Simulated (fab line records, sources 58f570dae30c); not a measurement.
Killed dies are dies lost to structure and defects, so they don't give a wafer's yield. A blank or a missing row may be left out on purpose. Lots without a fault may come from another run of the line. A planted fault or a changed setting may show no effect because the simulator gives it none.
fab line records | flow berkeley_cmos170
record lots=5 wafers=15 last_day=12
route steps=331 shown M2@282 V2@292 M3@309
lots that met no fault: from a run of the same line without faults
start_h: hours from the record's first day to the start of the lot's first wafer shown | wait_h: hours since the lot's step before | " the same as in the row above | L1.1+2: a row that stands for several wafers | - no value, or no start given | * or withheld: withheld | < > ~ a bound
route shown NAME@n: a module of which the file shows steps, and the number in the route of the first | usual: mean/standard deviation of fault-free wafers | same: alike in all rows | chamber/n: place in a boat | sites: the reading at each site | _std_site: their standard deviation | _edge_site: outer sites' mean less inner sites' | radius_mm: how far each site lies from the wafer's centre | mask NAME#n: copy n | behind: the tool/chamber that last shaped the wafer | hold: why the lot was held/for how many hours/how that ended | device: the transistor (n, p or np) that didn't switch | end of line: the same wafers' tests at the end of the route | a step without rows: its recipe alone | killed: dies lost to structure and defects at the first sort, not the wafer's yield | map: a wafer's dies, x killed, . not, _ none there
set.NAME: the setting as run; set.NAME@STEP: as run at that earlier step | model.NAME: the simulator's own value behind a step, which no gauge read
lots at some steps of the route; a table a step, a row a wafer
services: from which hour (start_h, from the record's first day; less than 0 if before it) a tool's chamber was out of use, for how many hours, and why
## steps
# step UCB170_M2_SOFTBAKE_11
# recipe resist=KrF temp_c=130 time_s=60
# step UCB170_M2_EXPOSE_12
# recipe mask_id=METAL2 target_cd_nm=700 na=0.5 sigma_outer=0.6 source_shape=conventional dose_mj=26
# step UCB170_M2_PEB_13
# recipe peb_temp_c=130 peb_time_s=withheld resist=KrF
# step UCB170_M2_DEVELOP_14
# recipe developer=TMAH develop_time_s=45 resist=KrF dev_temp_c=21
# step UCB170_M2_ETCH_17
# recipe chemistry=N2/H2 target_depth_a=withheld overetch_a=withheld target=BARC time_s=withheld source_w=500 bias_w=100 pressure_mtorr=30 n2_flow_sccm=100 h2_flow_sccm=200
# step UCB170_M2_METAL_ETCH_18
# recipe chemistry=Cl2/BCl3 target=Al stop_on=SiO2 pressure_mtorr=12 target_depth_a=11700 over_etch_frac=0.3 time_s=201 icp_w=600 bias_w=120 Cl2_flow_sccm=90 bcl3_flow_sccm=45
# step UCB170_M2_STRIP_19
# recipe chemistry=O2 power_w=400 pressure_mtorr=3500 platen_temp_c=withheld o2_flow_sccm=400 overash_fraction=0.5
# step UCB170_V2_CVD_00
# recipe material=SiO2 target_thk_nm=2000 temp_c=390 precursor=TEOS/O2 time_s=250 rf_w=550 pressure_mtorr=9000
# step UCB170_V2_CMP_02
# recipe material=SiO2 down_force_psi=6 platen_rpm=60 pad_velocity_m_s=0.75398
# usual motor_current_A=16.5/1.4 retaining_ring_pressure_frac=1.000/0.0053
# columns lot.wafer tool chamber start_h wait_h motor_current_A retaining_ring_pressure_frac model.SiO2_of_V2_CVD_00.thk_nm
L586.2 cmp-02 1 195.40 0.0 15.3 0.999 999.6
L586.1 " 2 " " 18.3 0.991 1001
L586.6 " 1 " " 15.7 1.000 999.6
L593.3 cmp-02 3 237.92 0.0 16.9 0.998 748.8
L593.2 " 1 " " 16.4 1.002 749.7
L593.1 " 2 " " 18.7 0.997 749.1
L595.3 cmp-01 0 239.97 0.1 15.3 1.000 1001
L595.1 " 1 " " 15.1 0.998 1002
L595.2 " 2 " " 16.5 0.998 1001
L596.3 cmp-02 3 252.39 0.0 18.3 1.005 747.8
L596.4 " 2 " " 19.2 0.992 749.6
L596.5 " 0 " " 19.3 0.999 749.7
L599.1 cmp-02 2 271.57 0.1 20.0 0.995 749.5
L599.5 " 2 " " 18.2 0.988 748.4
L599.6 " 3 " " 17.2 1.002 747.8
# step UCB170_V2_THK_MEAS_04
# recipe reads=SiO2_of_V2_CVD_00
# usual V2_POLISHED_THK=1000.0/1.2
# columns lot.wafer tool chamber start_h wait_h V2_POLISHED_THK[nm]
L586.1 film_metro-04 - 195.82 0.1 1000.6
L586.2 " - " " 1000.3
L586.6 " - " " 999.3
L593.1 film_metro-02 - 238.34 0.1 749.2
L593.2 " - " " 749.1
L593.3 " - " " 749.5
L595.1 film_metro-03 - 240.34 0.1 1002.4
L595.2 " - " " 1000.1
L595.3 " - " " 999.9
L596.3 film_metro-02 - 252.83 0.1 747.9
L596.4 " - " " 749.8
L596.5 " - " " 749.6
L599.1 film_metro-04 - 271.99 0.1 749.1
L599.5 " - " " 748.7
L599.6 " - " " 748.2
# step UCB170_V2_CLEAN_05
# recipe chemistry=DIW
# step UCB170_V2_HMDS_06
# recipe prime_time_s=60 prime_temp_c=100
# step UCB170_V2_COAT_07
# recipe resist=KrF spin_rpm=1500 resist_thk_nm=900
# step UCB170_V2_SOFTBAKE_08
# recipe resist=KrF temp_c=130 time_s=60
# step UCB170_V2_EXPOSE_09
# recipe mask_id=VIA2 target_cd_nm=700 na=0.5 sigma_outer=0.6 source_shape=conventional dose_mj=37
# step UCB170_V2_PEB_10
# recipe peb_temp_c=130 peb_time_s=withheld resist=KrF
# step UCB170_V2_DEVELOP_11
# recipe developer=TMAH develop_time_s=45 resist=KrF dev_temp_c=21
# step UCB170_V2_ETCH_14
# recipe chemistry=CHF3/CF4/Ar target=SiO2 stop_on=Al CHF3_flow_sccm=45 cf4_flow_sccm=15 Ar_flow_sccm=150 pressure_mtorr=200 rf_w=700 target_depth_a=12500 over_etch_frac=0.25 time_s=291
# usual drypump_motor_current_A=5.8/0.36 mfc_ar_sccm=149.9/0.5 oes_product_au=0.882/0.015 throttle_valve_pct=6.98/0.12
# columns lot.wafer tool chamber start_h wait_h drypump_motor_current_A mfc_ar_sccm oes_product_au rf_hours_counter_h throttle_valve_pct model.V2.feature_depth_nm model.etch.depth_nm
L586.1 rie_diel-02 2 197.51 0.0 5.8 150.2 0.880 117 6.81 1001 1001
L586.2 " 1 " " 5.5 150.0 0.895 84 7.08 999.6 999.6
L586.6 " 0 " " 6.0 149.0 0.890 - 7.25 999.9 999.6
L593.1 rie_diel-02 1 239.58 0.0 5.5 149.6 0.768 86 7.06 749.1 749.1
L593.2 " 0 " " 6.1 150.0 0.771 4 7.23 749.9 749.7
L593.3 " 3 " " 6.2 149.5 0.733 104 7.05 749 748.8
L595.1 rie_diel-02 0 242.15 0.0 6.1 149.4 0.896 4 7.24 1002 1002
L595.2 " 1 " " 5.5 149.3 0.901 86 7.06 1001 1001
L595.3 " 3 " " 6.2 150.8 0.860 104 7.06 1001 1001
L596.3 rie_diel-03 3 254.27 0.0 5.4 149.2 0.748 18 6.90 748.1 747.8
L596.4 " 0 " " 5.7 149.7 0.748 56 6.92 749.8 749.6
L596.5 " 1 " " 5.8 150.0 0.772 - 7.04 749.7 749.7
L599.1 rie_diel-02 0 273.45 0.0 6.1 150.1 0.764 6 7.21 749.8 749.5
L599.5 " 1 " " 5.5 149.4 0.772 - 7.05 748.4 748.4
L599.6 " 2 " " 5.8 149.3 0.756 - 6.82 748 747.8
# step UCB170_V2_STRIP_15
# recipe chemistry=O2 power_w=400 pressure_mtorr=3500 platen_temp_c=withheld o2_flow_sccm=400 overash_fraction=0.5
# step UCB170_M3_PRE_CLEAN_00
# recipe gas=Ar preclean_etch_time_s=60
# step UCB170_M3_SPUTTER_01
# recipe material=Al target_thk_nm=900 time_s=120 power_w=6000 chamber_pressure_pa=0.5
# step UCB170_M3_HMDS_04
# recipe prime_time_s=60 prime_temp_c=100
# step UCB170_M3_COAT_05
# recipe resist=KrF spin_rpm=1500 resist_thk_nm=900
# step UCB170_M3_SOFTBAKE_06
# recipe resist=KrF temp_c=130 time_s=60
# step UCB170_M3_STRIP_07
# recipe chemistry=O2 power_w=400 pressure_mtorr=3500 platen_temp_c=withheld o2_flow_sccm=400 overash_fraction=0.5
# step UCB170_M3_STRIP_08
# recipe chemistry=DMSO temp_c=80 time_s=600 material=KrF
# step UCB170_M3_COAT_09
# recipe resist=BARC temp_c=withheld time_s=withheld spin_rpm=3000 resist_thk_nm=withheld
# step UCB170_M3_COAT_10
# recipe resist=KrF spin_rpm=1534 resist_thk_nm=900
# step UCB170_M3_SOFTBAKE_11
# recipe resist=KrF temp_c=130 time_s=60
# step UCB170_M3_EXPOSE_12
# recipe mask_id=METAL3 target_cd_nm=700 na=0.5 sigma_outer=0.6 source_shape=conventional dose_mj=26
# step UCB170_M3_PEB_13
# recipe peb_temp_c=130 peb_time_s=withheld resist=KrF
# step UCB170_M3_DEVELOP_14
# recipe developer=TMAH develop_time_s=45 resist=KrF dev_temp_c=21
# step UCB170_M3_METAL_ETCH_18
# recipe chemistry=Cl2/BCl3 target=Al stop_on=SiO2 pressure_mtorr=12 target_depth_a=11700 over_etch_frac=0.3 time_s=200.3 icp_w=600 bias_w=120 Cl2_flow_sccm=90 bcl3_flow_sccm=45
# usual drypump_motor_current_A=5.8/0.53 oes_product_au=0.861/0.017 throttle_valve_pct=24.39/0.047
# columns lot.wafer tool chamber start_h wait_h drypump_motor_current_A oes_product_au rf_hours_counter_h throttle_valve_pct model.SiO2_of_V2_CVD_00.thk_nm
L586.1 rie_metal-01 0 200.44 - 5.6 0.882 2 24.42 937.5
L586.2 " 1 " " 5.0 0.857 9 24.31 936.6
L586.6 " 1 " " 5.0 0.839 - 24.32 936.6
L593.1 rie_metal-04 1 242.23 - 5.4 0.833 10 24.40 686
L593.2 " 0 " " 5.4 0.876 1 24.46 687.5
L593.3 " 0 " " 5.4 0.868 - 24.46 686.5
L595.1 rie_metal-02 1 244.68 - 6.6 0.867 9 24.37 938.8
L595.2 " 0 " " 6.2 0.871 11 24.41 936
L595.3 " 1 " " 6.6 0.860 - 24.38 937.5
L596.3 rie_metal-02 1 257.48 - 6.5 0.846 - 24.38 684.6
L596.4 " 0 " " 6.2 0.875 - 24.42 685.2
L596.5 " 1 " " 6.6 0.859 - 24.37 686.7
L599.1 rie_metal-04 1 276.43 - 5.5 0.826 11 24.39 686.5
L599.5 " 1 " " 5.5 0.832 - 24.38 685.4
L599.6 " 0 " " 5.4 0.873 - 24.46 685.5
## services
# columns tool chamber start_h hours kind
rie_diel-03 - 176.46 0.5 repair
rie_metal-04 0 184.19 - clean
rie_metal-04 0 184.19 19.9 scheduled_down
rie_metal-04 0 184.19 19.9 vent_cycle
rie_metal-01 - 190.60 2.8 pm
cmp-02 - 201.65 12.8 repair
rie_metal-01 - 224.33 14.6 pm
cmp-01 - 232.00 4.0 pm
cmp-02 - 233.21 0.3 repair
cmp-01 - 236.00 - consumable_replace:conditioner
cmp-01 - 236.00 - consumable_replace:pad
cmp-01 - 236.40 2.2 repair
rie_diel-03 2 267.37 12.4 repair
## key
first_sign step=UCB170_V2_THK_MEAS_04 reading=V2_POLISHED_THK direction=down sigmas=99+ usual=1000.0 struck=749.0
effect step=UCB170_V2_ETCH_14 reading=oes_product_au direction=down sigmas=8.4 usual=0.882 struck=0.759
model_effect step=UCB170_V2_CMP_02 value=SiO2_of_V2_CVD_00.thk_nm without=998.9 struck=748.9
model_effect step=UCB170_V2_ETCH_14 value=V2.feature_depth_nm without=999.1 struck=749.1
model_effect step=UCB170_M3_METAL_ETCH_18 value=SiO2_of_V2_CVD_00.thk_nm without=936 struck=686
met_at UCB170_V2_CMP_02
struck_wafers L593.1,L593.2,L593.3,L596.3,L596.4,L596.5,L599.1,L599.5,L599.6
onset_between 195.40 237.92
fault kind=process_parameter_drift tool=cmp-02 chamber=- onset_h=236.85 steps=UCB170_V2_CMP_02 channel=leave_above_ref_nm offset=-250 shape=step end_h=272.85 acts_in=these_recipes_only stated=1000
